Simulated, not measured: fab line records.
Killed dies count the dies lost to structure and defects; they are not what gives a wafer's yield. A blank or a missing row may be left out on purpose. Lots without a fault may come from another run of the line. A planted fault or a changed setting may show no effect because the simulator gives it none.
Which tool is to blame? + flow rit-cmos + 14 lots, 42 wafers sampled, at 2 steps of a route of 202

== WHAT THE GAUGES READ, wafer by wafer ==
The record lacks any reading of a measuring or inspecting step that a usual standard deviation could be used to judge.

== WHICH TOOL RAN EACH LOT (tool, then ch and the chambers of the sampled wafers, then the start) ==
| lot  | RIT_REOX_CLEAN_00              | RIT_M1_PROBE_99        |
|------|--------------------------------|------------------------|
| L624 | wet-bench-02 ch 1, day 2 17:10 | -                      |
| L625 | wet-bench-02 ch 0, day 2 17:54 | -                      |
| L626 | wet-bench-01 ch 2, day 3 04:27 | -                      |
| L627 | wet-bench-02 ch 0, day 3 06:01 | -                      |
| L628 | wet-bench-01 ch 0, day 3 10:17 | prober-02, day 4 05:57 |
| L629 | wet-bench-04 ch 3, day 3 17:59 | -                      |
| L630 | wet-bench-01 ch 2, day 3 19:41 | prober-02, day 4 16:49 |
| L631 | wet-bench-04 ch 1, day 4 01:25 | prober-01, day 4 20:56 |
| L632 | wet-bench-04 ch 0, day 4 07:47 | prober-02, day 5 03:32 |
| L633 | wet-bench-01 ch 2, day 4 10:38 | prober-01, day 5 07:08 |
| L634 | wet-bench-04 ch 1, day 4 14:53 | -                      |
| L635 | wet-bench-04 ch 1, day 4 22:29 | -                      |
| L638 | wet-bench-02 ch 0, day 5 12:32 | -                      |
| L641 | wet-bench-02 ch 1, day 6 01:16 | -                      |
- RIT_REOX_CLEAN_00: cleans in SC1, time 600 s.
- RIT_M1_PROBE_99

== WHAT THE TOOLS THEMSELVES READ (means of the sampled wafers that have a number; where no wafer has one, the mark that the record gives instead) ==
RIT_REOX_CLEAN_00. Usual: bath-guard-temp-C 75.0 C, standard deviation 0.6; bath-heat-duty-pct 17.0 %, standard deviation 1.7; temp-c 74.99 C, standard deviation 0.12.
| lot  | tool         | bath-guard-temp-C (C) | bath-heat-duty-pct (%) | temp-c (C) | flag |
|------|--------------|-----------------------|------------------------|------------|------|
| L624 | wet-bench-02 | 75.2                  | 18.4                   | 74.94      |      |
| L625 | wet-bench-02 | 75.8                  | 16.6                   | 74.98      |      |
| L626 | wet-bench-01 | 74.1                  | 19.2                   | 74.85      |      |
| L627 | wet-bench-02 | 75.7                  | 17.0                   | 75.02      |      |
| L628 | wet-bench-01 | 75.1                  | 16.8                   | 75.06      |      |
| L629 | wet-bench-04 | 74.7                  | 17.9                   | 74.85      |      |
| L630 | wet-bench-01 | 74.1                  | 19.6                   | 75.07      |      |
| L631 | wet-bench-04 | 74.9                  | 15.2                   | 75.09      |      |
| L632 | wet-bench-04 | 75.2                  | 16.1                   | 74.96      |      |
| L633 | wet-bench-01 | 73.9                  | 20.0                   | 75.03      |      |
| L634 | wet-bench-04 | 74.8                  | 15.9                   | 74.83      |      |
| L635 | wet-bench-04 | 75.2                  | 15.6                   | 74.86      |      |
| L638 | wet-bench-02 | 78.3                  | 18.6                   | 77.87      | OFF  |
| L641 | wet-bench-02 | 78.3                  | 19.3                   | 77.74      | OFF  |

RIT_M1_PROBE_99. Usual: killed-at-contacts 0.1, standard deviation 0.31; killed-at-front-end 7, standard deviation 3.2; killed-dies 7, standard deviation 3.2; killed-open 3.6, standard deviation 2.1; killed-short 3.5, standard deviation 2.1.
| lot  | tool      | killed-at-contacts | killed-at-front-end | killed-dies | killed-open | killed-short | flag |
|------|-----------|--------------------|---------------------|-------------|-------------|--------------|------|
| L628 | prober-02 | 0.0                | 7                   | 7           | 3.7         | 3.7          |      |
| L630 | prober-02 | 0.0                | 4                   | 4           | 1.7         | 2.3          |      |
| L631 | prober-01 | 0.0                | 7                   | 7           | 3.7         | 3.3          |      |
| L632 | prober-02 | 0.0                | 11                  | 11          | 6.7         | 4.0          |      |
| L633 | prober-01 | 0.0                | 7                   | 7           | 4.7         | 2.7          |      |

== THE ANSWER, worked out from the rows above alone ==
Rule: take the mean of a lot's wafers that have a number; if it is more than 3 standard deviations from the usual mean, the lot is off. A lot without any number at a reading at which 4 lots or more have one is off too. All remaining lots with rows at the step are treated as sound. After the gauges, taken in route order, come the tools' own readings; for these a lot's mean is taken, as printed above. At the first step where some lot is off, the reading lying furthest off is the one used; lots without a number count as furthest.
Off, at RIT_REOX_CLEAN_00 on temp-c: L638, L641.
A tool fits if, at that step or a process step before it, it ran every lot that is off, and no sound lot after the first of them. One candidate fits, namely wet-bench-02 at RIT_REOX_CLEAN_00. A fault onset in the window from L627 (day 3 06:01, its last sound lot) to L638 (day 5 12:32, its first lot off) fits.
The tool's own readings at RIT_REOX_CLEAN_00 bear it out: on the lots that are off they differ by more than 5 times the standard deviation of the sound lots' means. bath-guard-temp-C reads 78.3 C there against 74.9 C on the sound lots; temp-c reads 77.81 C there against 74.96 C on the sound lots.

== WHAT THE SIMULATOR HAD INSERTED ==
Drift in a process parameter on wet-bench-02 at RIT_REOX_CLEAN_00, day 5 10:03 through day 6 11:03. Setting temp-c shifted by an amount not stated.
Struck lots among those shown: L638, L641. The rule above found the same.
